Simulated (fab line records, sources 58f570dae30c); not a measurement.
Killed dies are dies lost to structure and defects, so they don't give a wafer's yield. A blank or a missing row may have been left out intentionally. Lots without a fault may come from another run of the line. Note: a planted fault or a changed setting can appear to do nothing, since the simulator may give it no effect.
Tool commonality check	flow berkeleyCmos170	Sample size 16 lots and 48 wafers

## REASON IT WAS OPENED
Of 16 lots, 4 have the reading NWELL_TW flagged at UCB170_NWELL_TW_MEAS_16. No-fault wafers: 1243, standard deviation 14.
Rule: a lot is flagged when every wafer of it that has a number lies more than 4 standard deviations from that mean, or none has a number. All remaining lots are regarded as sound.

lot	measured	on	NWELL_TW, wafer by wafer	flag
L313	day 2 13:26	filmMetro-04	1248 1252 1250	
L314	day 2 13:45	filmMetro-02	1242 1246 1241	
L316	day 2 22:23	filmMetro-01	1235 1239 1238	
L317	day 3 07:59	filmMetro-01	1230 1230 1228	
L319	day 3 13:29	filmMetro-04	1252 1254 1259	
L320	day 3 22:56	filmMetro-01	1229 1224 1232	
L321	day 3 23:07	filmMetro-01	1229 1230 1234	
L322	day 4 06:27	filmMetro-04	1266 1269 1265	
L323	day 4 09:02	filmMetro-04	1268 1267 1270	
L324	day 4 11:14	filmMetro-01	1235 1222 1236	
L326	day 4 18:43	filmMetro-01	1231 1233 1231	
L325	day 4 19:00	filmMetro-01	1235 1237 1237	
L327	day 5 03:37	filmMetro-01	508 504 502	FLAGGED
L328	day 5 09:13	filmMetro-02	514 511 511	FLAGGED
L329	day 5 15:08	filmMetro-04	517 517 514	FLAGGED
L330	day 5 20:34	filmMetro-01	505 503 505	FLAGGED
On average the flagged lots' numbers are 509, which is -734 against the usual, or -52 standard deviations.

## WHICH TOOL EACH LOT WENT THROUGH
The record keeps 1 process step preceding the reading, out of 331 steps on the route. Cell contents, in order: the tool; ch with the chambers the sampled wafers went through; the start.
lot	flag	UCB170_NWELL_IMPLANT_14
L313		implanter-02 ch 0, day 2 13:12
L314		implanter-03 ch 0, day 2 13:30
L316		implanter-03 ch 0, day 2 22:08
L317		implanter-04 ch 0, day 3 07:45
L319		implanter-02 ch 0, day 3 13:16
L320		implanter-04 ch 0, day 3 22:43
L321		implanter-02 ch 0, day 3 22:53
L322		implanter-03 ch 0, day 4 06:14
L323		implanter-03 ch 0, day 4 08:47
L324		implanter-04 ch 0, day 4 11:01
L326		implanter-04 ch 0, day 4 18:28
L325		implanter-02 ch 0, day 4 18:46
L327	FLAGGED	implanter-02 ch 0, day 5 03:24
L328	FLAGGED	implanter-02 ch 0, day 5 08:58
L329	FLAGGED	implanter-04 ch 0, day 5 14:55
L330	FLAGGED	implanter-03 ch 0, day 5 20:21
What these steps do:
- UCB170_NWELL_IMPLANT_14
- UCB170_NWELL_TW_MEAS_16

## FLAGGED OVER TOTAL, TOOL BY TOOL (the gauges that took the reading come last)
step	tool	lots run	flagged	share of the flagged lots	sound lots run after its first flagged lot
UCB170_NWELL_IMPLANT_14	implanter-02	6	2	some	0
UCB170_NWELL_IMPLANT_14	implanter-03	5	1	some	0
UCB170_NWELL_IMPLANT_14	implanter-04	5	1	some	0
UCB170_NWELL_TW_MEAS_16	filmMetro-01	9	2	some	0
UCB170_NWELL_TW_MEAS_16	filmMetro-02	2	1	some	0
UCB170_NWELL_TW_MEAS_16	filmMetro-04	5	1	some	0

## WHAT THE TABLE ALLOWS
No row of the table ran every flagged lot.

## WHAT HAD BEEN PUT IN BY THE SIMULATOR
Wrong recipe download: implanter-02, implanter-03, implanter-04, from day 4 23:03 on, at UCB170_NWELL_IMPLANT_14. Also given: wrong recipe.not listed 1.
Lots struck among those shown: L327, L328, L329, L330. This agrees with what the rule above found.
